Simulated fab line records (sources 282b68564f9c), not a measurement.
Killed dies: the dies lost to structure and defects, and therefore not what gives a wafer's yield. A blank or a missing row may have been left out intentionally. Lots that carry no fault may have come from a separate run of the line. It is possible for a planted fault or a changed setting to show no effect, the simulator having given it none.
fab line records :: flow rit-cmos
record
  lots=15
  wafers=45
  last-day=7
route steps=202 shown PLDD@123
lots with no fault: from the same line, run without faults
start-h: start of the lot's first displayed wafer, in hours after the record's first day :: wait-h: hours elapsed since this lot's preceding step :: " same as the row above :: L1.1+2: several wafers, shown together as one row :: - either no value or no given start :: * or withheld: withheld :: < > ~ a bound
route shown NAME@n: names a module that has steps shown in the file, with the first one's number in the route :: usual: mean/standard deviation taken from wafers without a fault :: same: alike in all rows :: chamber/n: place in a boat :: sites: the reading at each site :: _std_site: standard deviation of those values :: _edge_site: inner sites' mean taken away from outer sites' mean :: radius-mm: how far each site lies from the wafer's centre :: mask NAME#n: copy n :: behind: the tool/chamber that last shaped the wafer :: hold: why the lot was held/for how many hours/how that ended :: device: the transistor (n, p or np) that didn't switch :: end of line: the same wafers' tests at the end of the route :: a step with no rows: only its recipe :: killed: not the wafer's yield, but the dies lost to structure and defects at the first sort :: map: per-die view of a wafer (x killed, . not killed, _ where there is no die)
set.NAME: the setting as run; set.NAME@STEP: as run at that earlier step :: model.NAME: the simulator's own value behind a step, which no gauge read
one table for each step of the route and one row for each wafer, over a sample of lots
services: when a tool's chamber went out of use (start-h, in hours from the record's first day, below 0 if earlier), for how many hours, and the reason
## steps
# step RIT_PLDD_STRIP_09
# recipe
  chemistry=O2
  time-s=180
  resist=NOVOLAK
  platen-temp-c=withheld
  power-w=500
  pressure-mtorr=4000
  o2-flow-sccm=4000
# usual
  chamber-pressure-mTorr=4000/3.7
  drypump-motor-current-A=5.6/0.36
  time-s=180/0
lot.wafer: L453.3
tool: plasma-asher-03
chamber: 1
start-h: 43.32
wait-h: 0.1
chamber-pressure-mTorr: 3996
drypump-motor-current-A: 6.0
rf-hours-counter-h: -
time-s: 180

lot.wafer: L453.4
tool: plasma-asher-03
chamber: 0
start-h: 43.32
wait-h: 0.1
chamber-pressure-mTorr: 3996
drypump-motor-current-A: 5.5
rf-hours-counter-h: -
time-s: 180

lot.wafer: L453.5
tool: plasma-asher-03
chamber: 0
start-h: 43.32
wait-h: 0.1
chamber-pressure-mTorr: 3998
drypump-motor-current-A: 5.5
rf-hours-counter-h: -
time-s: 180

lot.wafer: L454.3
tool: plasma-asher-03
chamber: 0
start-h: 48.40
wait-h: 0.1
chamber-pressure-mTorr: 4000
drypump-motor-current-A: 5.5
rf-hours-counter-h: -
time-s: 180

lot.wafer: L454.4
tool: plasma-asher-03
chamber: 1
start-h: 48.40
wait-h: 0.1
chamber-pressure-mTorr: 4001
drypump-motor-current-A: 6.0
rf-hours-counter-h: -
time-s: 180

lot.wafer: L454.6
tool: plasma-asher-03
chamber: 1
start-h: 48.40
wait-h: 0.1
chamber-pressure-mTorr: 4000
drypump-motor-current-A: 6.0
rf-hours-counter-h: -
time-s: 180

lot.wafer: L455.1
tool: plasma-asher-04
chamber: 1
start-h: 52.95
wait-h: 0.1
chamber-pressure-mTorr: 4002
drypump-motor-current-A: 5.1
rf-hours-counter-h: 41
time-s: 180

lot.wafer: L455.2
tool: plasma-asher-04
chamber: 0
start-h: 52.95
wait-h: 0.1
chamber-pressure-mTorr: 3998
drypump-motor-current-A: 5.4
rf-hours-counter-h: 41
time-s: 180

lot.wafer: L455.6
tool: plasma-asher-04
chamber: 0
start-h: 52.95
wait-h: 0.1
chamber-pressure-mTorr: 3995
drypump-motor-current-A: 5.4
rf-hours-counter-h: -
time-s: 180

lot.wafer: L460.1
tool: plasma-asher-03
chamber: 0
start-h: 77.81
wait-h: 0.1
chamber-pressure-mTorr: 3997
drypump-motor-current-A: 5.5
rf-hours-counter-h: 44
time-s: 180

lot.wafer: L460.5
tool: plasma-asher-03
chamber: 1
start-h: 77.81
wait-h: 0.1
chamber-pressure-mTorr: 4001
drypump-motor-current-A: 6.0
rf-hours-counter-h: -
time-s: 180

lot.wafer: L460.6
tool: plasma-asher-03
chamber: 0
start-h: 77.81
wait-h: 0.1
chamber-pressure-mTorr: 3999
drypump-motor-current-A: 5.5
rf-hours-counter-h: -
time-s: 180

lot.wafer: L461.2
tool: plasma-asher-03
chamber: 0
start-h: 83.81
wait-h: 0.1
chamber-pressure-mTorr: -
drypump-motor-current-A: -
rf-hours-counter-h: -
time-s: -

lot.wafer: L461.3
tool: plasma-asher-03
chamber: 1
start-h: 83.81
wait-h: 0.1
chamber-pressure-mTorr: -
drypump-motor-current-A: -
rf-hours-counter-h: -
time-s: -

lot.wafer: L461.4
tool: plasma-asher-03
chamber: 0
start-h: 83.81
wait-h: 0.1
chamber-pressure-mTorr: -
drypump-motor-current-A: -
rf-hours-counter-h: -
time-s: -

lot.wafer: L462.4
tool: plasma-asher-04
chamber: 1
start-h: 89.72
wait-h: 0.1
chamber-pressure-mTorr: -
drypump-motor-current-A: -
rf-hours-counter-h: -
time-s: -

lot.wafer: L462.5
tool: plasma-asher-04
chamber: 1
start-h: 89.72
wait-h: 0.1
chamber-pressure-mTorr: -
drypump-motor-current-A: -
rf-hours-counter-h: -
time-s: -

lot.wafer: L462.6
tool: plasma-asher-04
chamber: 0
start-h: 89.72
wait-h: 0.1
chamber-pressure-mTorr: -
drypump-motor-current-A: -
rf-hours-counter-h: -
time-s: -

lot.wafer: L463.2
tool: plasma-asher-03
chamber: 0
start-h: 92.47
wait-h: 0.1
chamber-pressure-mTorr: -
drypump-motor-current-A: -
rf-hours-counter-h: -
time-s: -

lot.wafer: L463.3
tool: plasma-asher-03
chamber: 1
start-h: 92.47
wait-h: 0.1
chamber-pressure-mTorr: -
drypump-motor-current-A: -
rf-hours-counter-h: -
time-s: -

lot.wafer: L463.5
tool: plasma-asher-03
chamber: 1
start-h: 92.47
wait-h: 0.1
chamber-pressure-mTorr: -
drypump-motor-current-A: -
rf-hours-counter-h: -
time-s: -

lot.wafer: L464.3
tool: plasma-asher-04
chamber: 0
start-h: 98.27
wait-h: 0.1
chamber-pressure-mTorr: 4002
drypump-motor-current-A: 5.4
rf-hours-counter-h: -
time-s: 180

lot.wafer: L464.5
tool: plasma-asher-04
chamber: 0
start-h: 98.27
wait-h: 0.1
chamber-pressure-mTorr: 3998
drypump-motor-current-A: 5.4
rf-hours-counter-h: -
time-s: 180

lot.wafer: L464.6
tool: plasma-asher-04
chamber: 1
start-h: 98.27
wait-h: 0.1
chamber-pressure-mTorr: 3995
drypump-motor-current-A: 5.0
rf-hours-counter-h: -
time-s: 180

lot.wafer: L466.1
tool: plasma-asher-03
chamber: 0
start-h: 108.15
wait-h: 0.1
chamber-pressure-mTorr: 3996
drypump-motor-current-A: 5.5
rf-hours-counter-h: 47
time-s: 180

lot.wafer: L466.2
tool: plasma-asher-03
chamber: 1
start-h: 108.15
wait-h: 0.1
chamber-pressure-mTorr: 4002
drypump-motor-current-A: 6.0
rf-hours-counter-h: 47
time-s: 180

lot.wafer: L466.6
tool: plasma-asher-03
chamber: 0
start-h: 108.15
wait-h: 0.1
chamber-pressure-mTorr: 3999
drypump-motor-current-A: 5.5
rf-hours-counter-h: -
time-s: 180

lot.wafer: L467.1
tool: plasma-asher-04
chamber: 0
start-h: 113.39
wait-h: 0.1
chamber-pressure-mTorr: 3998
drypump-motor-current-A: 5.4
rf-hours-counter-h: 47
time-s: 180

lot.wafer: L467.2
tool: plasma-asher-04
chamber: 1
start-h: 113.39
wait-h: 0.1
chamber-pressure-mTorr: 4000
drypump-motor-current-A: 5.0
rf-hours-counter-h: 47
time-s: 180

lot.wafer: L467.6
tool: plasma-asher-04
chamber: 1
start-h: 113.39
wait-h: 0.1
chamber-pressure-mTorr: 3997
drypump-motor-current-A: 5.0
rf-hours-counter-h: -
time-s: 180

lot.wafer: L470.4
tool: plasma-asher-01
chamber: 0
start-h: 129.28
wait-h: 0.1
chamber-pressure-mTorr: 3997
drypump-motor-current-A: 6.3
rf-hours-counter-h: -
time-s: 180

lot.wafer: L470.5
tool: plasma-asher-01
chamber: 1
start-h: 129.28
wait-h: 0.1
chamber-pressure-mTorr: 3999
drypump-motor-current-A: 5.2
rf-hours-counter-h: -
time-s: 180

lot.wafer: L470.6
tool: plasma-asher-01
chamber: 0
start-h: 129.28
wait-h: 0.1
chamber-pressure-mTorr: 4000
drypump-motor-current-A: 6.2
rf-hours-counter-h: -
time-s: 180

lot.wafer: L471.3
tool: plasma-asher-01
chamber: 0
start-h: 133.48
wait-h: 0.1
chamber-pressure-mTorr: 4004
drypump-motor-current-A: 6.3
rf-hours-counter-h: -
time-s: 180

lot.wafer: L471.5
tool: plasma-asher-01
chamber: 0
start-h: 133.48
wait-h: 0.1
chamber-pressure-mTorr: 4003
drypump-motor-current-A: 6.3
rf-hours-counter-h: -
time-s: 180

lot.wafer: L471.6
tool: plasma-asher-01
chamber: 1
start-h: 133.48
wait-h: 0.1
chamber-pressure-mTorr: 4004
drypump-motor-current-A: 5.2
rf-hours-counter-h: -
time-s: 180

lot.wafer: L472.4
tool: plasma-asher-03
chamber: 0
start-h: 137.99
wait-h: 0.1
chamber-pressure-mTorr: 3998
drypump-motor-current-A: 5.5
rf-hours-counter-h: -
time-s: 180

lot.wafer: L472.5
tool: plasma-asher-03
chamber: 0
start-h: 137.99
wait-h: 0.1
chamber-pressure-mTorr: 4002
drypump-motor-current-A: 5.5
rf-hours-counter-h: -
time-s: 180

lot.wafer: L472.6
tool: plasma-asher-03
chamber: 1
start-h: 137.99
wait-h: 0.1
chamber-pressure-mTorr: 3998
drypump-motor-current-A: 6.0
rf-hours-counter-h: -
time-s: 180

lot.wafer: L473.2
tool: plasma-asher-04
chamber: 1
start-h: 143.58
wait-h: 0.1
chamber-pressure-mTorr: 3997
drypump-motor-current-A: 5.0
rf-hours-counter-h: 50
time-s: 180

lot.wafer: L473.3
tool: plasma-asher-04
chamber: 1
start-h: 143.58
wait-h: 0.1
chamber-pressure-mTorr: 3997
drypump-motor-current-A: 5.1
rf-hours-counter-h: -
time-s: 180

lot.wafer: L473.4
tool: plasma-asher-04
chamber: 0
start-h: 143.58
wait-h: 0.1
chamber-pressure-mTorr: 4005
drypump-motor-current-A: 5.4
rf-hours-counter-h: -
time-s: 180

lot.wafer: L475.4
tool: plasma-asher-03
chamber: 1
start-h: 153.46
wait-h: 0.1
chamber-pressure-mTorr: 3996
drypump-motor-current-A: 6.0
rf-hours-counter-h: -
time-s: 180

lot.wafer: L475.5
tool: plasma-asher-03
chamber: 1
start-h: 153.46
wait-h: 0.1
chamber-pressure-mTorr: 4000
drypump-motor-current-A: 6.0
rf-hours-counter-h: -
time-s: 180

lot.wafer: L475.6
tool: plasma-asher-03
chamber: 0
start-h: 153.46
wait-h: 0.1
chamber-pressure-mTorr: 4000
drypump-motor-current-A: 5.5
rf-hours-counter-h: -
time-s: 180
## services
tool: plasma-asher-01
chamber: -
start-h: 102.22
hours: 7.6
kind: repair

tool: plasma-asher-03
chamber: -
start-h: 108.75
hours: 9.0
kind: pm

tool: plasma-asher-03
chamber: 0
start-h: 108.75
hours: 9.0
kind: vent-cycle

tool: plasma-asher-03
chamber: 1
start-h: 108.75
hours: 9.0
kind: vent-cycle

tool: plasma-asher-03
chamber: 0
start-h: 117.75
hours: -
kind: clean

tool: plasma-asher-03
chamber: 1
start-h: 117.75
hours: -
kind: clean

tool: plasma-asher-03
chamber: -
start-h: 150.44
hours: 2.8
kind: pm
## key
first-sign
  step=RIT_PLDD_STRIP_09
  reading=tool-record
  direction=missing
effect none on later readings
met-at RIT_PLDD_STRIP_09
struck-lots L461,L462,L463
later-rows-left-out L461.2,L461.3,L461.4,L462.4,L462.5,L462.6,L463.2,L463.3,L463.5
sort-left-out L461.2,L461.3,L461.4,L462.4,L462.5,L462.6,L463.2,L463.3,L463.5
tester-left-out L461,L462,L463
onset-between 77.81 83.81
fault
  kind=skipped-step-whole
  tool=plasma-asher-03,plasma-asher-04
  chamber=-
  onset-h=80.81
  steps=RIT_PLDD_STRIP_09
  scope=struck-lots-only
# tester-left-out: of these lots the tester's yield and bins aren't shown, on N5 and GAA mostly nor the transistor test; their killed dies are dies lost to structure and defects alone, not to doping, threshold or leakage, so they don't give the yield
# sort-left-out: the simulated sort isn't trusted on such a fault, so these wafers' sort isn't shown, and their yield isn't known
# later-rows-left-out: the simulator's readings of these wafers behind a module that went badly wrong aren't trusted and aren't shown, but for the sort
